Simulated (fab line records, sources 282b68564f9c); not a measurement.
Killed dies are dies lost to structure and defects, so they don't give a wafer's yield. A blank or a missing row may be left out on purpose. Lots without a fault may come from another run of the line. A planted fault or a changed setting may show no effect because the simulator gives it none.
Which tool did it? | flow rit_cmos | 14 lots, 42 wafers sampled, at 2 steps of a route of 202

WHAT THE GAUGES READ, wafer by wafer
The record holds no reading of a measuring or inspecting step that can be judged against a usual standard deviation.

WHICH TOOL RAN EACH LOT (tool, then ch and the chambers of the sampled wafers, then the start)
lot  | RIT_GATE_SOFTBAKE_12             | RIT_M1_PROBE_99
L940 | litho_track-04 ch 0, day 2 21:34 | -
L943 | litho_track-02 ch 0, day 3 08:10 | prober-01, day 4 04:47
L946 | litho_track-01 ch 0, day 3 22:52 | prober-02, day 4 19:53
L948 | litho_track-04 ch 0, day 4 09:36 | -
L949 | litho_track-04 ch 0, day 4 13:16 | prober-01, day 5 10:15
L950 | litho_track-01 ch 0, day 4 20:37 | prober-02, day 5 18:45
L951 | litho_track-04 ch 0, day 4 23:31 | prober-01, day 5 20:30
L952 | litho_track-01 ch 0, day 5 05:49 | prober-02, day 6 04:41
L953 | litho_track-04 ch 0, day 5 12:26 | -
L954 | litho_track-02 ch 0, day 5 15:21 | -
L958 | litho_track-02 ch 0, day 6 12:16 | -
L960 | litho_track-04 ch 0, day 6 21:38 | prober-02, day 7 19:29
L961 | litho_track-01 ch 0, day 7 02:44 | -
L962 | litho_track-02 ch 0, day 7 07:28 | -
- RIT_GATE_SOFTBAKE_12: time 60 s.
- RIT_M1_PROBE_99

WHAT THE TOOLS THEMSELVES READ (means of the sampled wafers that have a number; where no wafer has one, the mark that the record gives instead)
RIT_GATE_SOFTBAKE_12.
lot  | tool           | chill_plate_temp_C (C) | exhaust_pa (Pa) | heater_power_total_W (W) | run_length_s (s)
L940 | litho_track-04 | 23.12                  | 45.6            | 34.57                    | 89.06
L943 | litho_track-02 | 22.95                  | 45.4            | 34.58                    | 89.47
L946 | litho_track-01 | 23.00                  | 44.1            | 34.55                    | 89.31
L948 | litho_track-04 | 23.12                  | 45.1            | 34.58                    | 89.19
L949 | litho_track-04 | 22.99                  | 45.5            | 34.56                    | 89.11
L950 | litho_track-01 | 22.90                  | 45.1            | 34.58                    | 89.39
L951 | litho_track-04 | 23.02                  | 45.7            | 34.60                    | 89.25
L952 | litho_track-01 | 23.02                  | 45.3            | 34.60                    | 89.25
L953 | litho_track-04 | 22.95                  | 43.8            | 36.74                    | 76.96
L954 | litho_track-02 | 23.12                  | 46.0            | 34.54                    | 89.48
L958 | litho_track-02 | 22.93                  | 44.8            | 34.56                    | 89.38
L960 | litho_track-04 | 23.01                  | 45.2            | 36.83                    | 76.90
L961 | litho_track-01 | 22.99                  | 45.5            | 34.55                    | 89.23
L962 | litho_track-02 | 23.01                  | 44.3            | 34.59                    | 89.55

RIT_M1_PROBE_99.
lot  | tool      | killed_at_contacts | killed_at_front_end | killed_dies | killed_open | killed_short
L943 | prober-01 | 0.0                | 2                   | 2           | 1.3         | 1.0
L946 | prober-02 | 0.0                | 6                   | 6           | 3.0         | 3.3
L949 | prober-01 | 0.0                | 7                   | 7           | 4.0         | 3.3
L950 | prober-02 | 0.0                | 7                   | 7           | 3.3         | 3.3
L951 | prober-01 | 0.0                | 9                   | 9           | 4.0         | 5.0
L952 | prober-02 | 0.0                | 7                   | 7           | 4.0         | 3.3
L960 | prober-02 | 0.0                | 5                   | 5           | 2.3         | 3.0

THE ANSWER, worked out from the rows above alone
Rule: what is usual is taken from the lots themselves. Put in order of their means at a reading, lots are off if they are a third of the lots or fewer, leave a main group of 4 or more, and stand apart from it by a gap of 3 or more times the standard deviation of the main group's means; of several such gaps the widest counts. A main group whose means are all the same, to the digits that the tables above print for the reading, isn't used. A lot without any number at a reading at which 4 lots or more have one is off too. The other lots that the step has rows for count as sound. The gauges are gone through in route order, then the tools' own readings, and for those a lot's mean is taken as printed above. The first step at which some lot is off is used, and at that step the reading that is off furthest; a lot without a number counts as furthest.
Off: L953, L960, at RIT_GATE_SOFTBAKE_12 (heater_power_total_W). The main group: mean 34.57 W, standard deviation 0.019.
A tool fits if, at that step or a process step before it, it ran every lot that is off, and no sound lot after the first of them. One fits: litho_track-04 at RIT_GATE_SOFTBAKE_12. Its last sound lot is L951 (day 4 23:31), its first lot that is off L953 (day 5 12:26): a fault that began between those two fits.
The tool's own readings at RIT_GATE_SOFTBAKE_12 bear it out: on the lots that are off they differ by more than 5 times the standard deviation of the sound lots' means. heater_power_total_W reads 36.78 W there against 34.57 W on the sound lots; run_length_s reads 76.93 s there against 89.31 s on the sound lots.

WHAT THE SIMULATOR HAD PUT IN
Process parameter drift: litho_track-04, from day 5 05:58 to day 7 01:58, at RIT_GATE_SOFTBAKE_12. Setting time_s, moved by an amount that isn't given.
Lots struck among those shown: L953, L960. The rule above found the same.
